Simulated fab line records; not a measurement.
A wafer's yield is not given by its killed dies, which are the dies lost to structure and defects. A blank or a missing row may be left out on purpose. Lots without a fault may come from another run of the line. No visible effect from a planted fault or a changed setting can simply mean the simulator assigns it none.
Lot-split experiment :: flow berkeley cmos170 :: route with 331 steps; 5 lots, 23 wafers read

== THE SPLIT ITSELF ==
At UCB170_PLDD_PEB_04, the setting peb temp c was moved away from the recipe's 130 C on 4 of the 23 wafers read, by +2.1% to +2.8%. For the rest of the wafers, this setting stayed at what the recipe calls for.

== SPLIT TO READING: what lies between them in the file, 1 step ==
- UCB170_PLDD_DEVELOP_05: develop time 45 s

== THE READING ==
cd nm at UCB170_PLDD_CD_MEAS_06, given in nm (cd target 1200 nm). On this fab line, fault-free wafers typically give 1200.2 nm with a standard deviation of 1 nm.

wafer: L076.1
tool, chamber at the split: litho track-02, 0
peb temp c as run, C: 130
against the recipe: recipe
cd nm, nm: 1199.8
against lot-mates on the recipe: -

wafer: L076.2
tool, chamber at the split: litho track-02, 0
peb temp c as run, C: 130
against the recipe: recipe
cd nm, nm: 1198.6
against lot-mates on the recipe: -

wafer: L076.3
tool, chamber at the split: litho track-02, 0
peb temp c as run, C: 130
against the recipe: recipe
cd nm, nm: 1198.9
against lot-mates on the recipe: -

wafer: L076.4
tool, chamber at the split: litho track-02, 0
peb temp c as run, C: 130
against the recipe: recipe
cd nm, nm: 1200.0
against lot-mates on the recipe: -

wafer: L076.5
tool, chamber at the split: litho track-02, 0
peb temp c as run, C: 130
against the recipe: recipe
cd nm, nm: 1200.3
against lot-mates on the recipe: -

wafer: L079.1
tool, chamber at the split: litho track-03, 0
peb temp c as run, C: 130
against the recipe: recipe
cd nm, nm: 1199.3
against lot-mates on the recipe: -

wafer: L079.2
tool, chamber at the split: litho track-03, 0
peb temp c as run, C: 130
against the recipe: recipe
cd nm, nm: 1201.2
against lot-mates on the recipe: -

wafer: L079.4
tool, chamber at the split: litho track-03, 0
peb temp c as run, C: 130
against the recipe: recipe
cd nm, nm: 1200.7
against lot-mates on the recipe: -

wafer: L079.5
tool, chamber at the split: litho track-03, 0
peb temp c as run, C: 132.7
against the recipe: +2.1%
cd nm, nm: 1216.9
against lot-mates on the recipe: +16.5

wafer: L079.6
tool, chamber at the split: litho track-03, 0
peb temp c as run, C: 132.7
against the recipe: +2.1%
cd nm, nm: 1217.5
against lot-mates on the recipe: +17.1

wafer: L078.2
tool, chamber at the split: litho track-03, 0
peb temp c as run, C: 130
against the recipe: recipe
cd nm, nm: 1198.6
against lot-mates on the recipe: -

wafer: L078.3
tool, chamber at the split: litho track-03, 0
peb temp c as run, C: 130
against the recipe: recipe
cd nm, nm: 1199.0
against lot-mates on the recipe: -

wafer: L078.4
tool, chamber at the split: litho track-03, 0
peb temp c as run, C: 133.7
against the recipe: +2.8%
cd nm, nm: 1221.0
against lot-mates on the recipe: +21.6

wafer: L078.5
tool, chamber at the split: litho track-03, 0
peb temp c as run, C: 130
against the recipe: recipe
cd nm, nm: 1200.6
against lot-mates on the recipe: -

wafer: L078.6
tool, chamber at the split: litho track-03, 0
peb temp c as run, C: 133.7
against the recipe: +2.8%
cd nm, nm: 1221.9
against lot-mates on the recipe: +22.5

wafer: L080.1
tool, chamber at the split: litho track-03, 0
peb temp c as run, C: 130
against the recipe: recipe
cd nm, nm: 1199.8
against lot-mates on the recipe: -

wafer: L080.2
tool, chamber at the split: litho track-03, 0
peb temp c as run, C: 130
against the recipe: recipe
cd nm, nm: 1199.3
against lot-mates on the recipe: -

wafer: L080.3
tool, chamber at the split: litho track-03, 0
peb temp c as run, C: 130
against the recipe: recipe
cd nm, nm: 1201.6
against lot-mates on the recipe: -

wafer: L080.5
tool, chamber at the split: litho track-03, 0
peb temp c as run, C: 130
against the recipe: recipe
cd nm, nm: 1199.1
against lot-mates on the recipe: -

wafer: L080.6
tool, chamber at the split: litho track-03, 0
peb temp c as run, C: 130
against the recipe: recipe
cd nm, nm: 1199.6
against lot-mates on the recipe: -

wafer: L082.2
tool, chamber at the split: litho track-04, 0
peb temp c as run, C: 130
against the recipe: recipe
cd nm, nm: 1202.6
against lot-mates on the recipe: -

wafer: L082.4
tool, chamber at the split: litho track-04, 0
peb temp c as run, C: 130
against the recipe: recipe
cd nm, nm: 1201.1
against lot-mates on the recipe: -

wafer: L082.6
tool, chamber at the split: litho track-04, 0
peb temp c as run, C: 130
against the recipe: recipe
cd nm, nm: 1200.0
against lot-mates on the recipe: -

THE FIT
A straight line over all 23 wafers: cd nm changes by +7.78 nm for each +1% of peb temp c; r = +0.99; the points scatter about the line by 1.1 nm.
The same after taking each lot's own level away (the mean of its wafers on the recipe; 23 wafers): +7.86 nm for each +1%; r = +0.99; scatter 0.84 nm.
According to that fit, moving peb temp c by its largest amount changes the reading by 22 nm.
The span of the lots' own levels, 1199.40 to 1201.23 nm, comes to 1.8 times the standard deviation stated above.
The two slopes are in agreement: the lot-to-lot level therefore moves the slope only a little.
Check: for one of the wafers moved furthest among these (+2.8%), held out of the fit, the line's prediction against its lot-mates is +22.8 nm. Against them it came out at +21.6 nm.

== ADDITIONAL SPLITS CARRIED BY THESE WAFERS ==
Note: prior to the reading, these wafers also went through further splits. Each is held against what the fit with the lots' levels taken away leaves over:
other split on the same wafers: UCB170_START_OXIDATION_02 ox time s
wafers away from the commonest value: 10
r with cd nm (lot level and that fit taken away): -0.08

other split on the same wafers: UCB170_NWELL_IMPLANT_14 dose cm2
wafers away from the commonest value: 7
r with cd nm (lot level and that fit taken away): +0.00

other split on the same wafers: UCB170_ACTIVE_OXIDATION_02 temp c
wafers away from the commonest value: 10
r with cd nm (lot level and that fit taken away): -0.07

other split on the same wafers: UCB170_ACTIVE_STRIP_16 power w
wafers away from the commonest value: 4
r with cd nm (lot level and that fit taken away): +0.08

other split on the same wafers: UCB170_SCREENOX_OXIDATION_01 temp c
wafers away from the commonest value: 18
r with cd nm (lot level and that fit taken away): -0.10

== THE FILE'S OWN FIT ==
cd nm changes by +7.86 nm for each +1% of peb temp c, r = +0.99.
